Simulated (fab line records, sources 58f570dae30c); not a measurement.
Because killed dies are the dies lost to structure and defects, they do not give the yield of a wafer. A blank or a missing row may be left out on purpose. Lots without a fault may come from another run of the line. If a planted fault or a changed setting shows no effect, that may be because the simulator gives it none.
Which tool was responsible? / flow berkeleyCmos170 / Sampling: 14 lots, 42 wafers, 6 of 331 route steps

WHAT THE GAUGES SHOWED, per wafer
UCB170_PWELL_THK_MEAS_06.
lot=L220; measured=day 2 21:19; on=filmMetro-02; PWELL_NITRIDE_THK (nm)=219.7 219.2 220.7
lot=L222; measured=day 3 06:34; on=filmMetro-04; PWELL_NITRIDE_THK (nm)=222.0 221.1 221.5
lot=L223; measured=day 3 12:55; on=filmMetro-01; PWELL_NITRIDE_THK (nm)=223.8 222.8 225.5
lot=L225; measured=day 3 23:41; on=filmMetro-01; PWELL_NITRIDE_THK (nm)=218.3 220.2 217.8
lot=L227; measured=day 4 05:23; on=filmMetro-02; PWELL_NITRIDE_THK (nm)=219.6 221.1 220.9
lot=L228; measured=day 4 21:36; on=filmMetro-01; PWELL_NITRIDE_THK (nm)=217.1 217.4 219.2
lot=L229; measured=day 5 07:49; on=filmMetro-02; PWELL_NITRIDE_THK (nm)=224.1 221.9 222.8
lot=L230; measured=day 5 07:52; on=filmMetro-01; PWELL_NITRIDE_THK (nm)=219.8 220.8 221.0
lot=L232; measured=day 5 15:47; on=filmMetro-04; PWELL_NITRIDE_THK (nm)=222.8 222.1 223.3
lot=L234; measured=day 6 03:07; on=filmMetro-04; PWELL_NITRIDE_THK (nm)=219.8 219.7 217.6
lot=L238; measured=day 6 16:59; on=filmMetro-01; PWELL_NITRIDE_THK (nm)=222.0 221.8 222.3
lot=L240; measured=day 7 00:14; on=filmMetro-02; PWELL_NITRIDE_THK (nm)=220.1 220.5 221.2
lot=L241; measured=day 7 07:01; on=filmMetro-02; PWELL_NITRIDE_THK (nm)=219.8 218.6 217.8
lot=L242; measured=day 7 13:38; on=filmMetro-04; PWELL_NITRIDE_THK (nm)=221.4 219.7 222.2

UCB170_NSD_TW_MEAS_10.
lot=L220; measured=day 6 15:37; on=filmMetro-03; NSD_TW=4150 4125 4140
lot=L222; measured=day 6 20:11; on=filmMetro-01; NSD_TW=4172 4166 4178
lot=L223; measured=day 7 03:35; on=filmMetro-01; NSD_TW=4202 4177 4170
lot=L225; measured=day 7 15:53; on=filmMetro-01; NSD_TW=4174 4179 4176
lot=L227; measured=day 7 22:47; on=filmMetro-01; NSD_TW=4158 4173 4164
lot=L228; measured=day 8 13:43; on=filmMetro-04; NSD_TW=4115 4136 4122
lot=L229; measured=day 9 02:32; on=filmMetro-04; NSD_TW=4171 4156 4153
lot=L230; measured=day 9 02:32; on=filmMetro-01; NSD_TW=4179 4167 4171
lot=L232; measured=day 9 11:22; on=filmMetro-04; NSD_TW=4129 4145 4133
lot=L234; measured=day 9 15:31; on=filmMetro-03; NSD_TW=4108 4113 4092
lot=L238; measured=day 10 02:37; on=filmMetro-03; NSD_TW=4011 3977 4018
lot=L240; measured=day 11 01:22; on=filmMetro-01; NSD_TW=4059 4041 4073
lot=L241; measured=day 11 03:17; on=filmMetro-04; NSD_TW=4161 4161 4139
lot=L242; measured=day 11 10:50; on=filmMetro-03; NSD_TW=4128 4118 4132

UCB170_SDANNEAL_RS_MEAS_03: the measuring method here is four-point-probe.
lot=L220; measured=day 6 17:11; on=filmMetro-04; NSD_RS (ohm/sq)=37.38 37.28 37.45
lot=L222; measured=day 6 21:25; on=filmMetro-03; NSD_RS (ohm/sq)=37.25 37.23 37.24
lot=L223; measured=day 7 05:20; on=filmMetro-04; NSD_RS (ohm/sq)=37.26 37.21 37.13
lot=L225; measured=day 7 17:10; on=filmMetro-03; NSD_RS (ohm/sq)=37.25 37.25 37.19
lot=L227; measured=day 8 00:23; on=filmMetro-04; NSD_RS (ohm/sq)=37.46 37.51 37.46
lot=L228; measured=day 8 15:08; on=filmMetro-01; NSD_RS (ohm/sq)=37.21 37.25 37.28
lot=L229; measured=day 9 05:46; on=filmMetro-03; NSD_RS (ohm/sq)=37.38 37.43 37.35
lot=L230; measured=day 9 05:46; on=filmMetro-04; NSD_RS (ohm/sq)=37.41 37.41 37.38
lot=L232; measured=day 9 13:34; on=filmMetro-03; NSD_RS (ohm/sq)=37.20 37.27 37.29
lot=L234; measured=day 9 16:44; on=filmMetro-04; NSD_RS (ohm/sq)=37.36 37.37 37.44
lot=L238; measured=day 10 03:53; on=filmMetro-03; NSD_RS (ohm/sq)=42.65 42.72 42.79
lot=L240; measured=day 11 02:35; on=filmMetro-01; NSD_RS (ohm/sq)=42.79 42.74 42.62
lot=L241; measured=day 11 04:39; on=filmMetro-03; NSD_RS (ohm/sq)=37.18 37.18 37.15
lot=L242; measured=day 11 12:16; on=filmMetro-01; NSD_RS (ohm/sq)=37.21 37.27 37.23

TOOL THAT RAN EACH LOT (tool first, then ch and the chambers of the sampled wafers, then the start)
lot=L220; UCB170_PFIELD_STRIP_08=plasmaAsher-01 ch 1, day 4 06:56; UCB170_NSD_IMPLANT_08=implanter-02 ch 0, day 6 15:22; UCB170_NSD_STRIP_09=plasmaAsher-04 ch 0,1, day 6 15:31
lot=L222; UCB170_PFIELD_STRIP_08=plasmaAsher-03 ch 0,1, day 4 15:23; UCB170_NSD_IMPLANT_08=implanter-02 ch 0, day 6 19:56; UCB170_NSD_STRIP_09=plasmaAsher-03 ch 0,1, day 6 20:05
lot=L223; UCB170_PFIELD_STRIP_08=plasmaAsher-02 ch 0,1, day 4 22:26; UCB170_NSD_IMPLANT_08=implanter-04 ch 0, day 7 03:20; UCB170_NSD_STRIP_09=plasmaAsher-01 ch 0,1, day 7 03:29
lot=L225; UCB170_PFIELD_STRIP_08=plasmaAsher-01 ch 0,1, day 5 07:59; UCB170_NSD_IMPLANT_08=implanter-02 ch 0, day 7 15:40; UCB170_NSD_STRIP_09=plasmaAsher-01 ch 0,1, day 7 15:47
lot=L227; UCB170_PFIELD_STRIP_08=plasmaAsher-03 ch 0,1, day 5 15:56; UCB170_NSD_IMPLANT_08=implanter-04 ch 0, day 7 22:32; UCB170_NSD_STRIP_09=plasmaAsher-03 ch 0,1, day 7 22:40
lot=L228; UCB170_PFIELD_STRIP_08=plasmaAsher-01 ch 0,1, day 6 02:34; UCB170_NSD_IMPLANT_08=implanter-01 ch 0, day 8 13:28; UCB170_NSD_STRIP_09=plasmaAsher-03 ch 0,1, day 8 13:36
lot=L229; UCB170_PFIELD_STRIP_08=plasmaAsher-01 ch 0,1, day 6 16:23; UCB170_NSD_IMPLANT_08=implanter-04 ch 0, day 9 02:17; UCB170_NSD_STRIP_09=plasmaAsher-03 ch 1, day 9 02:25
lot=L230; UCB170_PFIELD_STRIP_08=plasmaAsher-01 ch 0,1, day 6 16:13; UCB170_NSD_IMPLANT_08=implanter-01 ch 0, day 9 02:17; UCB170_NSD_STRIP_09=plasmaAsher-01 ch 0,1, day 9 02:25
lot=L232; UCB170_PFIELD_STRIP_08=plasmaAsher-03 ch 0,1, day 7 01:33; UCB170_NSD_IMPLANT_08=implanter-04 ch 0, day 9 11:08; UCB170_NSD_STRIP_09=plasmaAsher-03 ch 0,1, day 9 11:16
lot=L234; UCB170_PFIELD_STRIP_08=plasmaAsher-01 ch 0,1, day 7 10:19; UCB170_NSD_IMPLANT_08=implanter-01 ch 0, day 9 15:16; UCB170_NSD_STRIP_09=plasmaAsher-01 ch 0,1, day 9 15:25
lot=L238; UCB170_PFIELD_STRIP_08=plasmaAsher-01 ch 0,1, day 7 19:19; UCB170_NSD_IMPLANT_08=implanter-04 ch 0, day 10 02:23; UCB170_NSD_STRIP_09=plasmaAsher-04 ch 0,1, day 10 02:31
lot=L240; UCB170_PFIELD_STRIP_08=plasmaAsher-01 ch 0,1, day 8 11:15; UCB170_NSD_IMPLANT_08=implanter-04 ch 0, day 11 01:08; UCB170_NSD_STRIP_09=plasmaAsher-01 ch 0,1, day 11 01:16
lot=L241; UCB170_PFIELD_STRIP_08=plasmaAsher-03 ch 0,1, day 8 16:29; UCB170_NSD_IMPLANT_08=implanter-02 ch 0, day 11 03:02; UCB170_NSD_STRIP_09=plasmaAsher-01 ch 0,1, day 11 03:11
lot=L242; UCB170_PFIELD_STRIP_08=plasmaAsher-01 ch 0,1, day 9 00:47; UCB170_NSD_IMPLANT_08=implanter-01 ch 0, day 11 10:37; UCB170_NSD_STRIP_09=plasmaAsher-01 ch 0, day 11 10:44
- UCB170_PFIELD_STRIP_08: strips in O2.
- UCB170_NSD_IMPLANT_08
- UCB170_NSD_STRIP_09: strips in O2.

WHAT THE TOOLS THEMSELVES READ (means of the sampled wafers that have a number; where no wafer has one, the mark that the record gives instead)
UCB170_PFIELD_STRIP_08.
lot=L220; tool=plasmaAsher-01; drypumpMotorCurrentA (A)=5.24; oesProductAu (a.u.)=0.739; stripTimeToEndpointS (s)=21.59
lot=L222; tool=plasmaAsher-03; drypumpMotorCurrentA (A)=5.38; oesProductAu (a.u.)=0.737; stripTimeToEndpointS (s)=21.63
lot=L223; tool=plasmaAsher-02; drypumpMotorCurrentA (A)=5.98; oesProductAu (a.u.)=0.729; stripTimeToEndpointS (s)=21.71
lot=L225; tool=plasmaAsher-01; drypumpMotorCurrentA (A)=5.55; oesProductAu (a.u.)=0.735; stripTimeToEndpointS (s)=21.73
lot=L227; tool=plasmaAsher-03; drypumpMotorCurrentA (A)=5.33; oesProductAu (a.u.)=0.733; stripTimeToEndpointS (s)=21.62
lot=L228; tool=plasmaAsher-01; drypumpMotorCurrentA (A)=5.54; oesProductAu (a.u.)=0.730; stripTimeToEndpointS (s)=21.66
lot=L229; tool=plasmaAsher-01; drypumpMotorCurrentA (A)=5.56; oesProductAu (a.u.)=0.735; stripTimeToEndpointS (s)=21.61
lot=L230; tool=plasmaAsher-01; drypumpMotorCurrentA (A)=5.39; oesProductAu (a.u.)=0.733; stripTimeToEndpointS (s)=21.67
lot=L232; tool=plasmaAsher-03; drypumpMotorCurrentA (A)=5.41; oesProductAu (a.u.)=0.734; stripTimeToEndpointS (s)=21.65
lot=L234; tool=plasmaAsher-01; drypumpMotorCurrentA (A)=5.55; oesProductAu (a.u.)=0.739; stripTimeToEndpointS (s)=21.73
lot=L238; tool=plasmaAsher-01; drypumpMotorCurrentA (A)=5.39; oesProductAu (a.u.)=0.737; stripTimeToEndpointS (s)=21.60
lot=L240; tool=plasmaAsher-01; drypumpMotorCurrentA (A)=5.56; oesProductAu (a.u.)=0.736; stripTimeToEndpointS (s)=21.60
lot=L241; tool=plasmaAsher-03; drypumpMotorCurrentA (A)=5.31; oesProductAu (a.u.)=0.733; stripTimeToEndpointS (s)=21.63
lot=L242; tool=plasmaAsher-01; drypumpMotorCurrentA (A)=5.54; oesProductAu (a.u.)=0.732; stripTimeToEndpointS (s)=21.58

UCB170_NSD_IMPLANT_08.
lot=L220; tool=implanter-02; beamOnS (s)=9.96; faradayCurrentUA=9285
lot=L222; tool=implanter-02; beamOnS (s)=10.16; faradayCurrentUA=9107
lot=L223; tool=implanter-04; beamOnS (s)=10.03; faradayCurrentUA=9208
lot=L225; tool=implanter-02; beamOnS (s)=10.01; faradayCurrentUA=9293
lot=L227; tool=implanter-04; beamOnS (s)=10.12; faradayCurrentUA=9140
lot=L228; tool=implanter-01; beamOnS (s)=9.90; faradayCurrentUA=9352
lot=L229; tool=implanter-04; beamOnS (s)=9.93; faradayCurrentUA=9332
lot=L230; tool=implanter-01; beamOnS (s)=9.96; faradayCurrentUA=9295
lot=L232; tool=implanter-04; beamOnS (s)=9.97; faradayCurrentUA=9286
lot=L234; tool=implanter-01; beamOnS (s)=9.88; faradayCurrentUA=9388
lot=L238; tool=implanter-04; beamOnS (s)=7.61; faradayCurrentUA=12141
lot=L240; tool=implanter-04; beamOnS (s)=7.67; faradayCurrentUA=12051
lot=L241; tool=implanter-02; beamOnS (s)=9.77; faradayCurrentUA=9473
lot=L242; tool=implanter-01; beamOnS (s)=10.08; faradayCurrentUA=9193

UCB170_NSD_STRIP_09.
lot=L220; tool=plasmaAsher-04; drypumpMotorCurrentA (A)=5.86; oesProductAu (a.u.)=0.535; stripTimeToEndpointS (s)=35.80
lot=L222; tool=plasmaAsher-03; drypumpMotorCurrentA (A)=5.40; oesProductAu (a.u.)=0.536; stripTimeToEndpointS (s)=35.89
lot=L223; tool=plasmaAsher-01; drypumpMotorCurrentA (A)=5.55; oesProductAu (a.u.)=0.535; stripTimeToEndpointS (s)=35.82
lot=L225; tool=plasmaAsher-01; drypumpMotorCurrentA (A)=5.39; oesProductAu (a.u.)=0.534; stripTimeToEndpointS (s)=35.90
lot=L227; tool=plasmaAsher-03; drypumpMotorCurrentA (A)=5.30; oesProductAu (a.u.)=0.537; stripTimeToEndpointS (s)=35.78
lot=L228; tool=plasmaAsher-03; drypumpMotorCurrentA (A)=5.32; oesProductAu (a.u.)=0.534; stripTimeToEndpointS (s)=35.79
lot=L229; tool=plasmaAsher-03; drypumpMotorCurrentA (A)=5.50; oesProductAu (a.u.)=0.535; stripTimeToEndpointS (s)=35.84
lot=L230; tool=plasmaAsher-01; drypumpMotorCurrentA (A)=5.58; oesProductAu (a.u.)=0.540; stripTimeToEndpointS (s)=35.88
lot=L232; tool=plasmaAsher-03; drypumpMotorCurrentA (A)=5.32; oesProductAu (a.u.)=0.531; stripTimeToEndpointS (s)=35.80
lot=L234; tool=plasmaAsher-01; drypumpMotorCurrentA (A)=5.39; oesProductAu (a.u.)=0.535; stripTimeToEndpointS (s)=35.89
lot=L238; tool=plasmaAsher-04; drypumpMotorCurrentA (A)=5.87; oesProductAu (a.u.)=0.562; stripTimeToEndpointS (s)=33.33
lot=L240; tool=plasmaAsher-01; drypumpMotorCurrentA (A)=5.41; oesProductAu (a.u.)=0.557; stripTimeToEndpointS (s)=33.30
lot=L241; tool=plasmaAsher-01; drypumpMotorCurrentA (A)=5.55; oesProductAu (a.u.)=0.530; stripTimeToEndpointS (s)=35.85
lot=L242; tool=plasmaAsher-01; drypumpMotorCurrentA (A)=5.70; oesProductAu (a.u.)=0.536; stripTimeToEndpointS (s)=35.81

THE ANSWER, worked out from the rows above alone
Rule: usual is defined by the lots themselves. The widest of any qualifying gaps counts: lots, ordered by their means at a reading, are off when they make up no more than a third of the lots, leave a main group of 4 or more, and stand apart from it by 3 or more times the standard deviation of that group's means. Not used: any main group whose means are identical at the precision the tables above print for the reading. A lot without any number at a reading at which 4 lots or more have one is off too. The other lots that the step has rows for count as sound. First the gauges in route order, then the tools' own readings, where a lot's mean is used as printed above. At the first step where some lot is off, the reading lying furthest off is the one used; lots without a number count as furthest.
Off: L238, L240, at UCB170_SDANNEAL_RS_MEAS_03 (NSD_RS). The main group: mean 37.30 ohm/sq, standard deviation 0.094.
A tool fits if, at a process step before that reading, it ran every lot that is off, and no sound lot after the first of them. Not tried: the gauges at UCB170_SDANNEAL_RS_MEAS_03; whatever is off there is also off at UCB170_NSD_IMPLANT_08, on other tools, and gauge error can't account for it. One candidate fits, namely implanter-04 at UCB170_NSD_IMPLANT_08. Its last sound lot is L232 (day 9 11:08), its first lot that is off L238 (day 10 02:23): a fault that began between those two fits.
The tool's own readings at UCB170_NSD_IMPLANT_08 bear it out: on the lots that are off they differ by more than 5 times the standard deviation of the sound lots' means. beamOnS reads 7.64 s there against 9.98 s on the sound lots; faradayCurrentUA reads 12096 there against 9279 on the sound lots.

WHAT WAS PUT IN BY THE SIMULATOR
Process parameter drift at UCB170_NSD_IMPLANT_08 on implanter-04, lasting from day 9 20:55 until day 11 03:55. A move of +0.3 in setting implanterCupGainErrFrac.
Lots struck among those shown: L238, L240. The same result came from the rule above.
